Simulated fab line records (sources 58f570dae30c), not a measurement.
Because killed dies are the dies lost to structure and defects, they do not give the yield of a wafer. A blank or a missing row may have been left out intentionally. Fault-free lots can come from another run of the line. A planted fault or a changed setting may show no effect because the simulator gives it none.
A struck lot beside a sound one    flow berkeleyCmos170    16 steps out of a route of 331
Sound: the wafers L940.1, L940.2, L940.5. The struck wafers were L950.1, L950.2, L950.4. The cause comes at the end.
At each step with rows: each side's tool, then ch and its chambers, then its first start. Under that, the readings that differ: sound wafers    struck wafers    difference of the means    sigmas: that difference in standard deviations of wafers without a fault.
alike: words and numbers the same on both sides, and readings whose means are apart by under 2 such deviations; not compared: readings that were withheld, readings missing a value for some wafer, numbers with overlapping values and no deviation given by the record, and bounds like >300 which may hide the same value.
A row with sigmas, a row that says differs or no value, or rows on one side alone: a step with any of these is where the two part. Numbers that don't overlap but have no deviation are shown without sigmas and don't part them. Lack of a reading on every wafer of one side parts them only where that side has two or more wafers.

first, 2 steps without rows for these wafers: UCB170_M2_COAT_05 (resist thk 900 nm); UCB170_M2_SOFTBAKE_06 (time 60 s).
UCB170_M2_STRIP_07: strips in O2.
  sound on plasmaAsher-04 ch 0,1, day 8 16:31; struck on plasmaAsher-01 ch 0,1, day 10 10:44
  alike: drypumpMotorCurrentA, oesProductAu, stripTimeToEndpointS
  not compared: rfHoursCounterH
then, 7 steps without rows for these wafers: UCB170_M2_STRIP_08 (strips KrF in DMSO, time 600 s); UCB170_M2_COAT_09; UCB170_M2_COAT_10 (resist thk 900 nm); UCB170_M2_SOFTBAKE_11 (time 60 s); UCB170_M2_EXPOSE_12 (exposes mask METAL2, target cd 700 nm); UCB170_M2_PEB_13; UCB170_M2_DEVELOP_14 (develop time 45 s).
UCB170_M2_CD_MEAS_15: the cd target is 700 nm.
  sound on cdSem-02, day 8 17:46; struck on cdSem-01, day 10 13:46
reading    sound              struck             difference  sigmas
cdNm (nm)  702.3 702.7 702.0  699.0 699.1 700.2  -2.9        -2
UCB170_M2_OVL_MEAS_16:
  sound on overlay-01, day 8 17:53; struck on overlay-02, day 10 13:53
  alike: M2_OVL
UCB170_M2_ETCH_17: etches BARC in N2/H2.
  sound on rieDiel-04 ch 0,1,2, day 8 17:55; struck on rieDiel-04 ch 0,2,3, day 10 13:55
  no value came back on the struck wafers for any of 6 readings (biasW (W), chamberPressureMTorr (mTorr) and others); on the sound wafers biasW (W) reads 101.7 101.9 102.1
UCB170_M2_METAL_ETCH_18: etches Al in Cl2/BCl3, stops on SiO2, target depth 1170 nm, time 195 s.
  sound on rieMetal-01 ch 0,1, day 8 17:58; struck on rieMetal-02 ch 0,1, day 10 13:58
reading              sound              struck             difference  sigmas
oesProductAu (a.u.)  0.864 0.867 0.879  0.365 0.381 0.371  -0.498      -38
  alike: bcl3FlowSccm, biasW, drypumpMotorCurrentA, throttleValvePct
  not compared: rfHoursCounterH
UCB170_M2_STRIP_19: strips in O2.
  sound on plasmaAsher-03 ch 0,1, day 8 18:08; struck on plasmaAsher-03 ch 0,1, day 10 14:09
  alike: drypumpMotorCurrentA, oesProductAu
  not compared: rfHoursCounterH
UCB170_M2_CD_MEAS_90: the cd target is 700 nm.
  sound on cdSem-02, day 8 18:14; struck on cdSem-01, day 10 14:15
reading    sound              struck  difference                     sigmas
cdNm (nm)  703.4 699.3 697.4  - - -   no value on the struck wafers  

== WHERE THEY PART ==
At UCB170_M2_CD_MEAS_15 first; at UCB170_M2_CD_MEAS_90 last (within this record only).

WHY: what had been put in by the simulator
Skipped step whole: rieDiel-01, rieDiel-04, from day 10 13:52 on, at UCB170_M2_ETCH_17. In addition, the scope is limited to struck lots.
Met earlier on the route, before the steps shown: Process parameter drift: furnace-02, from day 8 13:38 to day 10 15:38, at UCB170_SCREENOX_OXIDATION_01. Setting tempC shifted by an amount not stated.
